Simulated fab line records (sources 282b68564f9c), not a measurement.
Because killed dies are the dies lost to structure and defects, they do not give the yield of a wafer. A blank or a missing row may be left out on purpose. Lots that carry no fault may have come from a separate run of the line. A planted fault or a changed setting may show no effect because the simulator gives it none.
fab line records ; flow rit_cmos
record: lots: 14; wafers: 42; last_day: 7
route steps=202 shown NWELL@35 M1@202
lots untouched by any fault: they come from a run of this same line in which no faults occurred
start_h: start of the lot's first displayed wafer, in hours after the record's first day ; wait_h: time in hours since the lot's previous step ; " repeats the value in the row above ; L1.1+2: several wafers, shown together as one row ; - no value, or no start was given ; * or withheld: withheld ; < > ~ a bound
route shown NAME@n: names a module that has steps shown in the file, with the first one's number in the route ; usual: mean/standard deviation of fault-free wafers ; same: alike in all rows ; chamber/n: place in a boat ; sites: the reading at each site ; _std_site: standard deviation of those values ; _edge_site: inner sites' mean taken away from outer sites' mean ; radius_mm: for every site, how far away it sits from the centre of the wafer ; mask NAME#n: copy n ; behind: the tool/chamber that last shaped the wafer ; hold: what put the lot on hold/how long, in hours/how the hold closed ; device: the n, p or np transistor that did not switch ; end of line: the same wafers' tests at the end of the route ; step lacking rows: just its recipe ; killed: dies lost to structure and defects at the first sort, not the wafer's yield ; map: a wafer's dies, x killed, . not, _ none there
set.NAME: the setting as run; set.NAME@STEP: as run at that earlier step ; model.NAME: the simulator's own value behind a step, which no gauge read
one table for each step of the route and one row for each wafer, over a sample of lots
== steps ==
step: RIT_NWELL_HARDBAKE_07
recipe: resist: NOVOLAK; temp_c: 140; time_s: 120
usual: exhaust_pa: 44.9/0.83; heater_power_total_W: 52.03/0.064; plate_temp_C: 140.03/0.17
lot.wafer;tool;chamber;start_h;wait_h;exhaust_pa;heater_power_total_W;plate_temp_C
L149.2;litho_track-01;0;21.30;0.1;44.5;52.02;140.06
L149.3;litho_track-01;0;21.30;0.1;45.1;52.05;140.05
L149.5;litho_track-01;0;21.30;0.1;44.6;51.93;140.07
L151.2;litho_track-01;0;30.96;0.1;44.0;52.03;140.26
L151.5;litho_track-01;0;30.96;0.1;45.3;52.08;139.83
L151.6;litho_track-01;0;30.96;0.1;45.3;51.96;140.28
L152.1;litho_track-02;0;35.53;0.0;44.6;52.03;139.97
L152.4;litho_track-02;0;35.53;0.0;46.0;52.08;140.23
L152.5;litho_track-02;0;35.53;0.0;45.3;52.09;140.11
L158.2;litho_track-02;0;70.52;0.1;44.3;52.59;141.35
L158.3;litho_track-02;0;70.52;0.1;44.4;52.52;141.11
L158.6;litho_track-02;0;70.52;0.1;44.3;52.63;141.45
L159.1;litho_track-02;0;71.72;0.0;45.8;52.43;141.34
L159.3;litho_track-02;0;71.72;0.0;45.1;52.72;141.27
L159.4;litho_track-02;0;71.72;0.0;44.8;52.62;141.43
L163.1;litho_track-03;0;91.01;0.0;46.2;52.00;139.88
L163.3;litho_track-03;0;91.01;0.0;46.1;52.04;139.84
L163.4;litho_track-03;0;91.01;0.0;46.0;52.05;140.00
L164.2;litho_track-01;0;97.99;0.2;45.9;51.96;140.11
L164.3;litho_track-01;0;97.99;0.2;45.9;51.96;140.02
L164.4;litho_track-01;0;97.99;0.2;45.6;52.03;140.02
L165.2;litho_track-01;0;102.40;0.1;45.4;51.99;139.95
L165.5;litho_track-01;0;102.40;0.1;44.4;51.87;139.89
L165.6;litho_track-01;0;102.40;0.1;44.1;52.10;139.97
L166.1;litho_track-03;0;107.23;0.0;44.2;51.95;140.03
L166.5;litho_track-03;0;107.23;0.0;45.0;51.94;139.81
L166.6;litho_track-03;0;107.23;0.0;44.1;52.08;139.93
L167.1;litho_track-01;0;110.99;0.0;44.2;51.98;140.09
L167.2;litho_track-01;0;110.99;0.0;44.1;52.01;140.29
L167.6;litho_track-01;0;110.99;0.0;45.0;52.07;140.14
L168.2;litho_track-01;0;115.79;0.1;44.1;52.03;140.23
L168.3;litho_track-01;0;115.79;0.1;45.5;52.11;140.06
L168.6;litho_track-01;0;115.79;0.1;43.1;52.00;140.14
L169.2;litho_track-03;0;120.44;0.1;46.6;51.95;140.29
L169.4;litho_track-03;0;120.44;0.1;43.8;52.04;140.20
L169.5;litho_track-03;0;120.44;0.1;44.5;51.91;139.98
L171.2;litho_track-03;0;132.01;0.1;46.7;52.05;140.42
L171.4;litho_track-03;0;132.01;0.1;46.0;52.09;139.93
L171.5;litho_track-03;0;132.01;0.1;46.3;52.01;140.26
L172.3;litho_track-01;0;137.74;0.1;42.8;52.06;140.07
L172.5;litho_track-01;0;137.74;0.1;45.1;52.02;140.00
L172.6;litho_track-01;0;137.74;0.1;44.1;52.08;140.00
step: RIT_M1_PROBE_99
usual: killed_at_M0_to_M3: 0.0/0.12; killed_at_front_end: 7/3.1; killed_dies: 7/3.1; killed_on_rim: 1.6/1.3; killed_open: 3.5/2.2; killed_short: 3.3/1.9
same: gross_dies: 264; killed_at_M4_up: 0; killed_at_back_side: 0; killed_at_contacts: 0; killed_at_other: 0
lot.wafer;tool;chamber;start_h;wait_h;killed_at_M0_to_M3;killed_at_front_end;killed_dies;killed_on_rim;killed_open;killed_short
L149.2;prober-02;-;60.38;0.1;0;9;9;3;3;6
L149.3;prober-02;-;60.43;0.2;0;5;5;2;4;1
L149.5;prober-02;-;60.53;0.2;0;7;7;1;4;3
L151.2;prober-02;-;72.49;0.1;0;7;7;1;2;5
L151.5;prober-02;-;72.64;0.2;0;9;9;2;3;6
L151.6;prober-02;-;72.69;0.2;0;9;9;1;2;7
L152.1;prober-01;-;73.02;0.1;0;6;6;1;3;3
L152.4;prober-01;-;73.17;0.2;0;5;5;1;2;3
L152.5;prober-01;-;73.22;0.2;0;5;5;2;4;1
L159.1;prober-01;-;108.51;0.1;0;6;6;3;5;1
L159.3;prober-01;-;108.61;0.2;0;4;4;1;2;2
L159.4;prober-01;-;108.66;0.2;0;10;10;3;6;4
L158.2;prober-02;-;108.56;0.1;0;7;7;0;2;5
L158.3;prober-02;-;108.61;0.2;0;8;8;2;3;5
L158.6;prober-02;-;108.76;0.2;0;5;5;0;4;1
L163.1;prober-01;-;128.67;0.1;0;9;9;3;2;7
L163.3;prober-01;-;128.77;0.2;0;4;4;2;1;3
L163.4;prober-01;-;128.82;0.2;0;6;6;3;2;4
L164.2;prober-02;-;135.18;0.1;0;8;8;2;2;6
L164.3;prober-02;-;135.23;0.2;1;10;11;2;4;7
L164.4;prober-02;-;135.28;0.2;0;10;10;4;6;4
L165.2;prober-01;-;138.85;0.1;0;12;12;4;6;6
L165.5;prober-01;-;139.00;0.2;0;8;8;1;3;5
L165.6;prober-01;-;139.05;0.2;0;6;6;3;3;3
L166.1;prober-02;-;143.36;0.1;0;12;12;4;5;7
L166.5;prober-02;-;143.56;0.2;0;3;3;1;2;1
L166.6;prober-02;-;143.61;0.2;0;8;8;2;1;7
L167.1;prober-01;-;146.64;0.1;0;1;1;0;0;1
L167.2;prober-01;-;146.69;0.1;0;4;4;1;3;1
L167.6;prober-01;-;146.89;0.2;0;10;10;1;5;5
L168.2;prober-02;-;154.61;0.1;0;5;5;1;2;3
L168.3;prober-02;-;154.66;0.2;0;5;5;2;1;4
L168.6;prober-02;-;154.81;0.2;0;5;5;2;1;4
L169.2;prober-01;-;158.57;0.1;0;11;11;3;9;2
L169.4;prober-01;-;158.67;0.2;0;9;9;1;3;6
L169.5;prober-01;-;158.72;0.2;0;12;12;4;8;4
L171.2;prober-01;-;169.13;0.1;0;6;6;4;4;2
L171.4;prober-01;-;169.23;0.2;0;6;6;2;2;4
L171.5;prober-01;-;169.28;0.2;0;4;4;1;1;3
L172.3;prober-01;-;173.65;0.2;0;8;8;2;4;4
L172.5;prober-01;-;173.75;0.2;0;6;6;0;3;3
L172.6;prober-01;-;173.80;0.2;0;3;3;1;2;1
killed by level:class
L149.2 GATE:geometric_particle:short=2 GATE:geometric_particle:open=2 SILICIDE:geometric_particle:short=2 FOX2:geometric_particle:short=1 REOX:geometric_particle:short=1 SILICIDE:geometric_particle:open=1
L149.3 SILICIDE:geometric_particle:open=3 GATE:geometric_particle:open=1 SILICIDE:geometric_particle:short=1
L149.5 GATE:geometric_particle:open=3 GATE:geometric_particle:short=2 SILICIDE:geometric_particle:open=1 SILICIDE:geometric_particle:short=1
L151.2 SILICIDE:geometric_particle:short=3 FOX1:geometric_particle:short=1 GATE:geometric_particle:short=1 REOX:geometric_particle:open=1 SPACER:geometric_particle:open=1
L151.5 FOX1:geometric_particle:open=2 FOX1:geometric_particle:short=2 GATE:geometric_particle:short=2 ACTIVE:geometric_particle:short=1 GATE:geometric_particle:open=1 REOX:geometric_particle:short=1
L151.6 SILICIDE:geometric_particle:short=3 FOX1:geometric_particle:short=2 FOX1:geometric_particle:open=1 GATE:geometric_particle:open=1 GATE:geometric_particle:short=1 REOX:geometric_particle:short=1
L152.1 FOX1:geometric_particle:open=2 FOX1:geometric_particle:short=1 GATE:geometric_particle:short=1 GATE:geometric_particle:open=1 REOX:geometric_particle:short=1
L152.4 FOX1:geometric_particle:short=1 REOX:geometric_particle:open=1 SPACER:geometric_particle:short=1 SPACER:geometric_particle:open=1 SILICIDE:geometric_particle:short=1
L152.5 GATE:geometric_particle:open=2 FOX1:geometric_particle:open=1 GATE:geometric_particle:short=1 SPACER:geometric_particle:open=1
L159.1 FOX1:geometric_particle:open=1 FOX2:geometric_particle:open=1 GATE:geometric_particle:short=1 GATE:geometric_particle:open=1 REOX:geometric_particle:open=1 SILICIDE:geometric_particle:open=1
L158.2 GATE:geometric_particle:short=4 GATE:geometric_particle:open=1 SPACER:geometric_particle:open=1 SILICIDE:geometric_particle:short=1
L158.3 SPACER:geometric_particle:short=3 GATE:geometric_particle:short=2 GATE:geometric_particle:open=2 FOX1:geometric_particle:open=1
L159.3 FOX1:geometric_particle:open=1 GATE:geometric_particle:open=1 GATE:geometric_particle:short=1 REOX:geometric_particle:short=1
L159.4 GATE:geometric_particle:open=4 GATE:geometric_particle:short=2 FOX1:geometric_particle:short=1 REOX:geometric_particle:open=1 SPACER:geometric_particle:open=1 SPACER:geometric_particle:short=1
L158.6 FOX1:geometric_particle:open=2 GATE:geometric_particle:open=2 FOX1:geometric_particle:short=1
L163.1 SPACER:geometric_particle:short=4 GATE:geometric_particle:short=2 FOX1:geometric_particle:open=1 REOX:geometric_particle:open=1 SILICIDE:geometric_particle:short=1
L163.3 FOX1:geometric_particle:short=1 GATE:geometric_particle:open=1 GATE:geometric_particle:short=1 SILICIDE:geometric_particle:short=1
L163.4 FOX1:geometric_particle:short=2 GATE:geometric_particle:short=2 SPACER:geometric_particle:open=1 SILICIDE:geometric_particle:open=1
L164.2 GATE:geometric_particle:short=2 FOX1:geometric_particle:open=1 FOX1:geometric_particle:short=1 GATE:geometric_particle:open=1 REOX:geometric_particle:short=1 SPACER:geometric_particle:short=1 SILICIDE:geometric_particle:short=1
L164.3 GATE:geometric_particle:short=4 GATE:geometric_particle:open=2 FOX1:geometric_particle:short=1 FOX1:geometric_particle:open=1 FOX2:geometric_particle:short=1 SPACER:geometric_particle:open=1 M1:geometric_particle:short=1
L164.4 GATE:geometric_particle:short=2 GATE:geometric_particle:open=2 REOX:geometric_particle:open=2 FOX1:geometric_particle:open=1 FOX1:geometric_particle:short=1 SPACER:geometric_particle:short=1 SPACER:geometric_particle:open=1
L165.2 GATE:geometric_particle:open=4 REOX:geometric_particle:short=3 GATE:geometric_particle:short=2 REOX:geometric_particle:open=2 SILICIDE:geometric_particle:short=1
L165.5 SPACER:geometric_particle:short=3 GATE:geometric_particle:open=2 GATE:geometric_particle:short=1 REOX:geometric_particle:short=1 SPACER:geometric_particle:open=1
L165.6 GATE:geometric_particle:short=3 SPACER:geometric_particle:open=3
L166.1 REOX:geometric_particle:short=4 GATE:geometric_particle:short=3 SILICIDE:geometric_particle:open=2 FOX1:geometric_particle:open=1 FOX2:geometric_particle:open=1 REOX:geometric_particle:open=1
L166.5 GATE:geometric_particle:open=2 REOX:geometric_particle:short=1
L166.6 GATE:geometric_particle:short=5 FOX1:geometric_particle:short=1 SILICIDE:geometric_particle:short=1 SILICIDE:geometric_particle:open=1
L167.1 FOX1:geometric_particle:short=1
L167.2 GATE:geometric_particle:open=2 FOX1:geometric_particle:short=1 REOX:geometric_particle:open=1
L167.6 SPACER:geometric_particle:short=3 GATE:geometric_particle:open=2 SPACER:geometric_particle:open=2 FOX2:geometric_particle:open=1 GATE:geometric_particle:short=1 REOX:geometric_particle:short=1
L168.2 SILICIDE:geometric_particle:short=2 REOX:geometric_particle:open=1 SPACER:geometric_particle:short=1 SILICIDE:geometric_particle:open=1
L168.3 FOX2:geometric_particle:short=1 GATE:geometric_particle:open=1 GATE:geometric_particle:short=1 SPACER:geometric_particle:short=1 SILICIDE:geometric_particle:short=1
L168.6 GATE:geometric_particle:short=2 SPACER:geometric_particle:short=2 SILICIDE:geometric_particle:open=1
L169.2 GATE:geometric_particle:open=3 SILICIDE:geometric_particle:open=3 FOX2:geometric_particle:open=2 FOX2:geometric_particle:short=1 SPACER:geometric_particle:open=1 SILICIDE:geometric_particle:short=1
L169.4 SILICIDE:geometric_particle:short=4 FOX2:geometric_particle:open=1 GATE:geometric_particle:open=1 GATE:geometric_particle:short=1 SPACER:geometric_particle:short=1 SILICIDE:geometric_particle:open=1
L169.5 SILICIDE:geometric_particle:open=4 FOX1:geometric_particle:open=2 FOX2:geometric_particle:short=2 FOX2:geometric_particle:open=1 REOX:geometric_particle:open=1 REOX:geometric_particle:short=1 SILICIDE:geometric_particle:short=1
L171.2 REOX:geometric_particle:open=4 GATE:geometric_particle:short=1 REOX:geometric_particle:short=1
L171.4 GATE:geometric_particle:short=2 FOX1:geometric_particle:open=1 FOX2:geometric_particle:short=1 GATE:geometric_particle:open=1 SPACER:geometric_particle:short=1
L171.5 SILICIDE:geometric_particle:short=2 FOX1:geometric_particle:open=1 REOX:geometric_particle:short=1
L172.3 GATE:geometric_particle:short=3 REOX:geometric_particle:open=2 FOX2:geometric_particle:short=1 GATE:geometric_particle:open=1 SILICIDE:geometric_particle:open=1
L172.5 FOX1:geometric_particle:open=2 FOX1:geometric_particle:short=1 GATE:geometric_particle:short=1 GATE:geometric_particle:open=1 REOX:geometric_particle:short=1
L172.6 FOX1:geometric_particle:open=1 FOX2:geometric_particle:open=1 SILICIDE:geometric_particle:short=1
== key ==
first_sign: step: RIT_NWELL_HARDBAKE_07; reading: heater_power_total_W; direction: up; sigmas: 8.8; usual: 52.03; struck: 52.59
effect: step: RIT_NWELL_HARDBAKE_07; reading: plate_temp_C; direction: up; sigmas: 7.7; usual: *; struck: *
met_at RIT_NWELL_HARDBAKE_07
struck_lots L158,L159
tester_left_out L158,L159
onset_between 35.53 70.52
fault: kind: process_parameter_drift; tool: litho_track-02; chamber: -; onset_h: 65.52; steps: RIT_NWELL_HARDBAKE_07; channel: temp_c; offset: *; shape: step; end_h: 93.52; acts_in: *; stated: *
tester_left_out: of these lots the tester's yield and bins aren't shown, on N5 and GAA mostly nor the transistor test; their killed dies are dies lost to structure and defects alone, not to doping, threshold or leakage, so they don't give the yield
